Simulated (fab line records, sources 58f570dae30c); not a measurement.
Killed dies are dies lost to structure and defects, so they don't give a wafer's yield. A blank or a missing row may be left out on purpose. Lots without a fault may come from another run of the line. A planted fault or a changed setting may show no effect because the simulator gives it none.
fab line records | flow berkeley_cmos170
record lots=15 wafers=45 last_day=13
route steps=331 shown PWELL@37 PVT@123 CONTACT@222
lots that met no fault: from a run of the same line without faults
start_h: hours from the record's first day to the start of the lot's first wafer shown | wait_h: hours since the lot's step before | " the same as in the row above | L1.1+2: a row that stands for several wafers | - no value, or no start given | * or withheld: withheld | < > ~ a bound
route shown NAME@n: a module of which the file shows steps, and the number in the route of the first | usual: mean/standard deviation of fault-free wafers | same: alike in all rows | chamber/n: place in a boat | sites: the reading at each site | _std_site: their standard deviation | _edge_site: outer sites' mean less inner sites' | radius_mm: how far each site lies from the wafer's centre | mask NAME#n: copy n | behind: the tool/chamber that last shaped the wafer | hold: why the lot was held/for how many hours/how that ended | device: the transistor (n, p or np) that didn't switch | end of line: the same wafers' tests at the end of the route | a step without rows: its recipe alone | killed: dies lost to structure and defects at the first sort, not the wafer's yield | map: a wafer's dies, x killed, . not, _ none there
set.NAME: the setting as run; set.NAME@STEP: as run at that earlier step | model.NAME: the simulator's own value behind a step, which no gauge read
steps of the route over a sample of lots; a table a step, a row a wafer
services: from which hour (start_h, from the record's first day; less than 0 if before it) a tool's chamber was out of use, for how many hours, and why
## steps
# step UCB170_PWELL_THK_MEAS_03
# recipe reads=SiO2_of_PWELL_OXIDATION_02
# usual PWELL_OXIDE_THK=26.1/0.47
# columns lot.wafer tool chamber start_h wait_h PWELL_OXIDE_THK[nm]
L320.1 film_metro-01 - 51.29 0.0 25.9
L320.5 " - " " 26.2
L320.6 " - " " 26.0
L322.2 film_metro-03 - 51.30 0.0 27.0
L322.5 " - " " 27.1
L322.6 " - " " 27.0
L321.1 film_metro-04 - 51.35 0.1 26.1
L321.2 " - " " 26.3
L321.4 " - " " 26.7
L324.1 film_metro-03 - 71.83 0.0 26.1
L324.3 " - " " 26.1
L324.6 " - " " 26.2
L325.1 film_metro-04 - 71.83 0.0 26.2
L325.2 " - " " 26.0
L325.4 " - " " 25.9
L327.1 film_metro-01 - 76.20 0.0 25.9
L327.4 " - " " 26.5
L327.6 " - " " 26.0
L326.2 film_metro-03 - 76.21 0.0 26.5
L326.4 " - " " 25.8
L326.5 " - " " 26.8
L329.1 film_metro-04 - 87.49 0.0 26.7
L329.2 " - " " 26.5
L329.5 " - " " 26.5
L330.4 film_metro-01 - 97.82 0.0 26.2
L330.5 " - " " 25.9
L330.6 " - " " 26.1
L334.1 film_metro-04 - 121.98 0.0 25.5
L334.5 " - " " 25.5
L334.6 " - " " 25.6
L335.2 film_metro-01 - 121.99 0.0 26.0
L335.3 " - " " 26.5
L335.5 " - " " 26.4
L336.4 film_metro-03 - 122.01 0.0 25.7
L336.5 " - " " 26.0
L336.6 " - " " 26.2
L340.1 film_metro-03 - 143.95 0.0 26.4
L340.5 " - " " 26.1
L340.6 " - " " 25.8
L342.1 film_metro-03 - 165.65 0.0 25.6
L342.4 " - " " 25.7
L342.5 " - " " 25.9
L343.3 film_metro-01 - 165.67 0.0 25.7
L343.5 " - " " 26.2
L343.6 " - " " 26.3
# step UCB170_PWELL_CVD_05
# recipe material=Si3N4 target_thk_nm=220 temp_c=800 precursor=SiH2Cl2/NH3 time_s=3300 pressure_mtorr=200 sih2cl2_flow_sccm=25 nh3_flow_sccm=75
# usual nh3_flow_sccm=74.98/0.21 spike_tc_source_C=823.1/1.4 susceptor_temp_C=800.0/0.33
# columns lot.wafer tool chamber start_h wait_h nh3_flow_sccm spike_tc_source_C susceptor_temp_C
L320.1 lpcvd-01 0 56.79 0.0 75.04 821.4 800.1
L320.5 " 0 " " 75.08 821.3 799.8
L320.6 " 0 " " 75.13 820.6 800.3
L321.1 lpcvd-01 0 56.79 0.0 75.36 820.6 800.0
L321.2 " 0 " " 75.29 821.5 799.7
L321.4 " 0 " " 75.31 820.3 799.3
L322.2 lpcvd-01 1 56.79 0.0 75.32 823.3 800.4
L322.5 " 1 " " 74.89 821.9 800.4
L322.6 " 1 " " 75.29 821.8 800.5
L324.1 lpcvd-02 1 77.33 0.0 74.67 825.4 799.7
L324.3 " 1 " " 74.64 823.7 799.6
L324.6 " 1 " " 75.05 822.9 799.3
L325.1 lpcvd-02 1 77.33 0.0 74.83 825.7 799.8
L325.2 " 1 " " 74.96 822.7 800.0
L325.4 " 1 " " 75.03 822.1 799.9
L326.2 lpcvd-01 1 81.75 0.0 74.65 823.2 799.7
L326.4 " 1 " " 74.79 821.9 800.2
L326.5 " 1 " " 74.83 822.3 799.0
L327.1 lpcvd-01 1 81.75 0.0 75.15 824.3 799.5
L327.4 " 1 " " 75.30 824.1 800.2
L327.6 " 1 " " 75.10 819.9 800.4
L329.1 lpcvd-01 1 92.09 0.0 75.02 823.9 800.2
L329.2 " 1 " " 75.09 823.6 799.9
L329.5 " 1 " " 75.14 821.8 800.2
L330.4 lpcvd-02 0 105.42 0.6 75.11 825.3 799.7
L330.5 " 0 " " 75.01 824.1 799.9
L330.6 " 0 " " 74.96 822.4 799.5
L334.1 lpcvd-01 0 128.47 0.0 75.21 820.4 800.5
L334.5 " 0 " " 75.16 821.3 800.1
L334.6 " 0 " " 74.95 822.2 800.3
L335.2 lpcvd-01 1 128.47 0.0 74.87 823.2 799.4
L335.3 " 1 " " 74.63 824.3 799.6
L335.5 " 1 " " 74.90 822.5 799.4
L336.4 lpcvd-01 1 128.47 0.0 74.83 822.1 799.9
L336.5 " 1 " " 75.06 822.5 799.6
L336.6 " 1 " " 75.21 822.1 799.7
L340.1 lpcvd-02 1 153.04 0.0 75.25 824.2 799.4
L340.5 " 1 " " 75.26 822.3 800.0
L340.6 " 1 " " 75.28 823.3 800.8
L342.1 lpcvd-02 1 171.61 0.8 74.58 824.0 800.4
L342.4 " 1 " " 74.79 822.5 799.5
L342.5 " 1 " " 74.84 823.9 800.2
L343.3 lpcvd-02 0 171.61 0.8 74.81 823.8 800.0
L343.5 " 0 " " 74.96 823.0 800.1
L343.6 " 0 " " 74.88 823.7 800.1
# step UCB170_PWELL_THK_MEAS_06
# recipe reads=Si3N4_of_PWELL_CVD_05
# usual PWELL_NITRIDE_THK=219.9/1.6
# columns lot.wafer tool chamber start_h wait_h PWELL_NITRIDE_THK[nm]
L320.1 film_metro-04 - 58.71 0.0 219.0
L320.5 " - " " 220.5
L320.6 " - " " 220.8
L321.1 film_metro-03 - 58.71 0.0 218.0
L321.2 " - " " 220.1
L321.4 " - " " 220.5
L322.2 film_metro-01 - 58.72 0.0 218.8
L322.5 " - " " 219.8
L322.6 " - " " 219.6
L324.1 film_metro-03 - 79.25 0.0 219.3
L324.3 " - " " 218.9
L324.6 " - " " 217.8
L325.1 film_metro-04 - 79.25 0.0 220.0
L325.2 " - " " 219.8
L325.4 " - " " 220.1
L327.1 film_metro-01 - 83.67 0.0 221.5
L327.4 " - " " 217.6
L327.6 " - " " 220.8
L326.2 film_metro-04 - 83.68 0.0 221.3
L326.4 " - " " 221.5
L326.5 " - " " 219.7
L329.1 film_metro-03 - 94.01 0.0 223.6
L329.2 " - " " 221.3
L329.5 " - " " 221.7
L330.4 film_metro-04 - 107.37 0.0 216.7
L330.5 " - " " 216.8
L330.6 " - " " 216.6
L334.1 film_metro-03 - 130.39 0.0 97.2
L334.5 " - " " 97.0
L334.6 " - " " 96.0
L335.2 film_metro-01 - 130.40 0.0 99.7
L335.3 " - " " 100.0
L335.5 " - " " 98.5
L336.4 film_metro-04 - 130.42 0.0 97.4
L336.5 " - " " 99.2
L336.6 " - " " 99.5
L340.1 film_metro-01 - 154.95 0.0 222.0
L340.5 " - " " 223.0
L340.6 " - " " 222.5
L342.1 film_metro-01 - 173.52 0.0 220.6
L342.4 " - " " 221.8
L342.5 " - " " 220.6
L343.3 film_metro-03 - 173.54 0.0 219.5
L343.5 " - " " 218.4
L343.6 " - " " 217.6
# step UCB170_PWELL_ETCH_14
# recipe chemistry=CH3F/Ar/O2 target=Si3N4 stop_on=SiO2 CH3F_flow_sccm=20 Ar_flow_sccm=50 O2_flow_sccm=7 pressure_mtorr=50 rf_w=450 target_depth_a=2420 over_etch_frac=0.1 time_s=151
# usual chamber_pressure_mTorr=50.01/0.046 drypump_motor_current_A=5.9/0.39 oes_product_au=0.943/0.014 throttle_valve_pct=8.10/0.12
# columns lot.wafer tool chamber start_h wait_h chamber_pressure_mTorr drypump_motor_current_A oes_product_au rf_hours_counter_h throttle_valve_pct
L322.2 rie_diel-02 0 60.56 0.0 49.95 5.7 0.937 15 8.04
L322.5 " 3 " " 49.97 5.3 0.929 - 8.01
L322.6 " 0 " " 50.02 5.7 0.943 - 8.04
L321.1 rie_diel-04 0 60.94 0.0 49.93 6.2 0.923 0 8.18
L321.2 " 3 " " 50.04 6.1 0.947 127 8.06
L321.4 " 0 " " 50.07 6.2 0.934 - 8.20
L320.1 rie_diel-02 3 61.21 0.0 50.04 5.3 0.923 129 7.99
L320.5 " 3 " " 49.99 5.3 0.923 - 8.00
L320.6 " 2 " " 50.03 6.2 0.967 - 8.32
L324.1 rie_diel-03 0 80.26 0.0 49.94 6.1 0.935 149 8.06
L324.3 " 1 " " 49.97 6.4 0.930 153 8.27
L324.6 " 3 " " 50.01 5.0 0.936 - 7.92
L325.1 rie_diel-04 2 80.52 0.0 50.00 5.7 0.948 89 8.17
L325.2 " 3 " " 49.96 6.1 0.959 129 8.05
L325.4 " 0 " " 50.06 6.2 0.935 - 8.17
L326.2 rie_diel-02 1 85.19 0.0 49.95 6.3 0.953 14 8.07
L326.4 " 3 " " 49.99 5.3 0.927 130 7.98
L326.5 " 3 " " 49.92 5.3 0.914 - 7.99
L327.1 rie_diel-04 3 85.39 0.0 50.02 6.1 0.948 129 8.06
L327.4 " 2 " " 50.01 5.7 0.938 90 8.16
L327.6 " 3 " " 49.93 6.1 0.967 - 8.05
L329.1 rie_diel-02 0 95.26 0.0 49.97 5.7 0.960 17 8.05
L329.2 " 3 " " 49.94 5.3 0.928 131 7.98
L329.5 " 1 " " 49.94 6.2 0.960 - 8.06
L330.4 rie_diel-04 0 108.71 0.0 50.03 6.2 0.920 3 8.20
L330.5 " 0 " " 50.01 6.2 0.924 - 8.18
L330.6 " 3 " " 49.96 6.1 0.941 - 8.05
L334.1 rie_diel-02 3 131.33 0.0 49.96 5.3 0.616 132 7.96
L334.5 " 1 " " 50.09 6.3 0.635 - 8.03
L334.6 " 0 " " 49.90 5.7 0.621 - 8.01
L335.2 rie_diel-04 2 131.60 0.0 50.01 5.7 0.638 92 8.14
L335.3 " 1 " " 50.10 6.2 0.642 2 7.79
L335.5 " 3 " " 49.99 6.1 0.640 - 8.04
L336.4 rie_diel-03 1 131.76 0.0 50.00 6.4 0.627 154 8.25
L336.5 " 0 " " 50.01 6.0 0.625 - 8.04
L336.6 " 1 " " 50.03 6.4 0.624 - 8.26
L340.1 rie_diel-02 2 156.26 0.0 49.96 6.2 0.968 64 8.32
L340.5 " 1 " " 50.01 6.3 0.960 - 8.06
L340.6 " 2 " " 49.89 6.1 0.972 - 8.33
L343.3 rie_diel-02 2 175.72 0.0 50.02 6.1 0.954 64 8.32
L343.5 " 2 " " 49.96 6.2 0.967 - 8.32
L343.6 " 3 " " 50.02 5.3 0.916 - 7.99
L342.1 rie_diel-02 2 175.99 0.0 49.98 6.2 0.968 64 8.30
L342.4 " 1 " " 50.00 6.2 0.957 18 8.08
L342.5 " 0 " " 49.94 5.7 0.947 - 8.05
# step UCB170_PVT_STRIP_08
# recipe chemistry=O2 power_w=400 pressure_mtorr=3500 platen_temp_c=withheld o2_flow_sccm=400 overash_fraction=0.5
# usual chamber_pressure_mTorr=3500/3.3 drypump_motor_current_A=5.8/0.47 o2_flow_sccm=400.3/1.1 oes_product_au=0.734/0.0047 strip_time_to_endpoint_s=21.61/0.056
# columns lot.wafer tool chamber start_h wait_h chamber_pressure_mTorr drypump_motor_current_A o2_flow_sccm oes_product_au rf_hours_counter_h strip_time_to_endpoint_s
L320.1 plasma_asher-01 1 128.79 0.1 3495 6.1 400.3 0.732 1 21.59
L320.5 " 0 " " 3504 5.0 399.7 0.737 - 21.67
L320.6 " 1 " " 3502 6.2 399.1 0.723 - 21.68
L321.1 plasma_asher-04 1 129.03 0.1 3499 5.7 401.3 0.731 29 21.61
L321.2 " 0 " " 3500 5.9 398.8 0.734 29 21.69
L321.4 " 0 " " 3500 5.9 398.7 0.740 - 21.55
L322.2 plasma_asher-02 1 129.14 0.1 3503 5.5 401.4 0.733 46 21.68
L322.5 " 1 " " 3498 5.5 398.6 0.731 - 21.61
L322.6 " 0 " " 3500 6.4 400.4 0.742 - 21.60
L327.1 plasma_asher-02 1 161.37 0.1 3503 5.6 400.2 0.734 49 21.65
L327.4 " 0 " " 3501 6.4 399.6 0.732 - 21.66
L327.6 " 0 " " 3492 6.4 400.3 0.731 - 21.71
L324.1 plasma_asher-04 0 161.44 0.1 3504 5.9 400.9 0.733 32 21.64
L324.3 " 0 " " 3503 5.9 399.8 0.733 - 21.62
L324.6 " 0 " " 3499 5.9 401.7 0.726 - 21.63
L325.1 plasma_asher-01 0 161.69 0.1 3495 5.0 401.6 0.737 4 21.57
L325.2 " 1 " " 3504 6.1 401.8 0.726 4 21.64
L325.4 " 1 " " 3498 6.1 399.1 0.733 - 21.61
L326.2 plasma_asher-02 1 161.80 0.1 3497 5.5 398.3 0.731 49 21.62
L326.4 " 1 " " 3499 5.5 399.4 0.731 - 21.56
L326.5 " 1 " " 3504 5.5 400.1 0.728 - 21.60
L329.1 plasma_asher-02 0 178.07 0.1 3496 6.4 400.8 0.731 51 21.68
L329.2 " 1 " " 3502 5.5 400.0 0.736 51 21.63
L329.5 " 0 " " 3501 6.4 399.8 0.732 - 21.72
L330.4 plasma_asher-04 1 186.60 0.1 3502 5.7 400.6 0.733 - 21.58
L330.5 " 0 " " 3502 5.9 402.3 0.735 - 21.68
L330.6 " 1 " " 3497 5.7 399.2 0.728 - 21.63
L335.2 plasma_asher-04 0 208.26 0.1 3496 5.9 399.8 0.732 37 21.60
L335.3 " 1 " " 3501 5.7 399.7 0.743 - 21.66
L335.5 " 0 " " 3496 5.9 399.6 0.739 - 21.60
L336.4 plasma_asher-02 1 208.45 0.1 3500 5.5 400.8 0.734 - 21.59
L336.5 " 1 " " 3502 5.5 398.9 0.730 - 21.51
L336.6 " 0 " " 3502 6.4 400.5 0.731 - 21.61
L334.1 plasma_asher-01 0 209.02 0.1 3498 5.0 401.2 0.738 10 21.59
L334.5 " 1 " " 3503 6.2 399.2 0.736 - 21.72
L334.6 " 0 " " 3499 4.9 399.9 0.739 - 21.67
L340.1 plasma_asher-01 1 227.82 0.1 3495 6.2 399.8 0.741 12 21.69
L340.5 " 1 " " 3503 6.2 401.5 0.730 - 21.63
L340.6 " 0 " " 3497 5.0 400.0 0.728 - 21.68
L343.3 plasma_asher-04 0 246.86 0.1 3504 5.9 399.2 0.734 - 21.53
L343.5 " 0 " " 3501 5.9 402.0 0.737 - 21.59
L343.6 " 1 " " 3502 5.7 401.8 0.733 - 21.59
L342.1 plasma_asher-02 1 246.93 0.1 3506 5.5 400.0 0.736 59 21.60
L342.4 " 1 " " 3498 5.5 399.7 0.741 - 21.61
L342.5 " 1 " " 3502 5.4 399.9 0.732 - 21.58
# step UCB170_CONTACT_STRIP_06
# recipe chemistry=O2 power_w=400 pressure_mtorr=3500 platen_temp_c=withheld o2_flow_sccm=400 overash_fraction=0.5
# usual chamber_pressure_mTorr=3500/3.2 drypump_motor_current_A=5.8/0.43 o2_flow_sccm=400.2/1.2 oes_product_au=0.735/0.0046 strip_time_to_endpoint_s=21.96/0.069
# columns lot.wafer tool chamber start_h wait_h chamber_pressure_mTorr drypump_motor_current_A o2_flow_sccm oes_product_au rf_hours_counter_h strip_time_to_endpoint_s
L320.1 plasma_asher-04 0 170.33 0.1 3500 5.9 399.1 0.739 33 21.98
L320.5 " 1 " " 3501 5.6 402.0 0.743 - 21.96
L320.6 " 0 " " 3494 5.8 397.5 0.743 - 21.98
L322.2 plasma_asher-02 1 170.79 0.1 3498 5.5 401.0 0.747 50 21.88
L322.5 " 1 " " 3501 5.5 401.8 0.729 - 21.84
L322.6 " 0 " " 3503 6.4 400.5 0.739 - 21.82
L321.1 plasma_asher-02 1 172.12 0.1 3498 5.5 400.4 0.736 50 21.93
L321.2 " 0 " " 3500 6.4 400.0 0.729 50 21.98
L321.4 " 0 " " 3499 6.4 400.3 0.733 - 21.95
L324.1 plasma_asher-02 1 198.34 0.1 3502 5.4 401.1 0.740 53 21.98
L324.3 " 1 " " 3499 5.5 400.6 0.741 - 21.96
L324.6 " 1 " " 3502 5.5 398.8 0.741 - 22.03
L327.1 plasma_asher-04 0 200.51 0.1 3496 5.9 401.2 0.738 36 21.82
L327.4 " 1 " " 3501 5.6 399.9 0.731 - 21.85
L327.6 " 0 " " 3497 5.9 397.8 0.737 - 21.81
L325.1 plasma_asher-03 0 200.56 0.1 3497 5.7 399.9 0.737 45 22.04
L325.2 " 1 " " 3499 4.9 401.7 0.733 45 21.98
L325.4 " 1 " " 3496 5.0 401.3 0.734 - 22.07
L326.2 plasma_asher-02 0 200.66 0.1 3503 6.4 399.6 0.737 53 21.98
L326.4 " 1 " " 3500 5.5 397.5 0.733 - 21.94
L326.5 " 0 " " 3502 6.4 400.6 0.730 - 21.91
L329.1 plasma_asher-02 0 210.23 0.1 3500 6.4 399.5 0.731 55 21.96
L329.2 " 1 " " 3502 5.5 400.2 0.739 55 21.96
L329.5 " 0 " " 3503 6.4 397.7 0.740 - 21.97
L330.4 plasma_asher-02 1 220.52 0.1 3497 5.4 401.1 0.738 - 21.84
L330.5 " 1 " " 3500 5.5 399.7 0.727 - 21.91
L330.6 " 0 " " 3500 6.4 400.4 0.733 - 21.94
L335.2 plasma_asher-03 0 235.55 0.1 3504 5.7 401.4 0.737 49 21.95
L335.3 " 1 " " 3506 5.0 399.8 0.739 - 21.96
L335.5 " 1 " " 3500 4.9 399.7 0.729 - 21.94
L334.1 plasma_asher-04 0 239.76 0.1 3503 5.9 401.5 0.734 41 22.12
L334.5 " 0 " " 3497 5.9 400.5 0.732 - 22.10
L334.6 " 1 " " 3495 5.6 398.9 0.740 - 22.09
L336.4 plasma_asher-03 0 240.14 0.1 3507 5.8 401.0 0.740 - 21.96
L336.5 " 1 " " 3499 5.0 402.6 0.735 - 22.00
L336.6 " 0 " " 3502 5.7 401.3 0.736 - 21.99
L340.1 plasma_asher-03 1 264.80 0.1 3502 5.0 400.8 0.737 52 22.03
L340.5 " 1 " " 3499 5.0 400.5 0.737 - 22.02
L340.6 " 0 " " 3503 5.8 402.0 0.729 - 22.09
L342.1 plasma_asher-03 1 281.35 0.1 3498 5.0 398.1 0.738 55 21.97
L342.4 " 1 " " 3502 5.0 399.1 0.737 - 21.95
L342.5 " 0 " " 3495 5.7 398.8 0.735 - 22.00
L343.3 plasma_asher-04 0 281.56 0.1 3501 5.9 401.1 0.739 - 21.92
L343.5 " 1 " " 3493 5.6 399.5 0.726 - 21.90
L343.6 " 0 " " 3500 5.9 401.6 0.743 - 21.98
## services
# columns tool chamber start_h hours kind
plasma_asher-04 - 32.93 28.1 pm
rie_diel-03 0 62.24 4.3 repair
rie_diel-03 - 68.37 0.5 repair
plasma_asher-01 - 98.69 4.1 repair
plasma_asher-01 - 108.75 9.0 pm
rie_diel-03 3 109.63 5.5 repair
plasma_asher-03 - 147.44 0.7 repair
rie_diel-02 - 160.83 2.8 pm
rie_diel-03 1 161.55 9.5 repair
rie_diel-04 - 173.00 2.8 pm
rie_diel-02 1 177.24 5.4 repair
rie_diel-02 2 198.19 4.1 repair
rie_diel-04 1 204.01 2.8 repair
plasma_asher-03 - 208.53 2.8 pm
rie_diel-02 2 213.36 10.0 repair
plasma_asher-01 - 225.74 1.4 repair
lpcvd-02 - 232.13 0.6 repair
plasma_asher-02 - 248.09 2.1 repair
rie_diel-03 2 259.41 9.0 repair
plasma_asher-01 - 264.96 3.6 repair
plasma_asher-02 - 269.65 14.6 pm
rie_diel-02 - 273.83 0.6 repair
rie_diel-04 2 275.33 12.1 repair
plasma_asher-04 - 276.89 3.4 repair
## key
first_sign step=UCB170_PWELL_THK_MEAS_06 reading=PWELL_NITRIDE_THK direction=down sigmas=75 usual=219.9 struck=98.3
effect step=UCB170_PWELL_ETCH_14 reading=oes_product_au direction=down sigmas=22 usual=0.943 struck=0.630
met_at UCB170_PWELL_CVD_05
struck_lots L334,L335,L336
tester_left_out L334,L335,L336
not_acting_at UCB170_PWELL_THK_MEAS_03,UCB170_PVT_STRIP_08,UCB170_CONTACT_STRIP_06
onset_between 92.09 128.47
fault kind=process_parameter_drift tool=lpcvd-01 chamber=- onset_h=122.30 steps=UCB170_PWELL_CVD_05 channel=target_thk_nm offset=-121.81 shape=step end_h=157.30 acts_in=these_recipes_only stated=220
# tester_left_out: of these lots the tester's yield and bins aren't shown, on N5 and GAA mostly nor the transistor test; their killed dies are dies lost to structure and defects alone, not to doping, threshold or leakage, so they don't give the yield
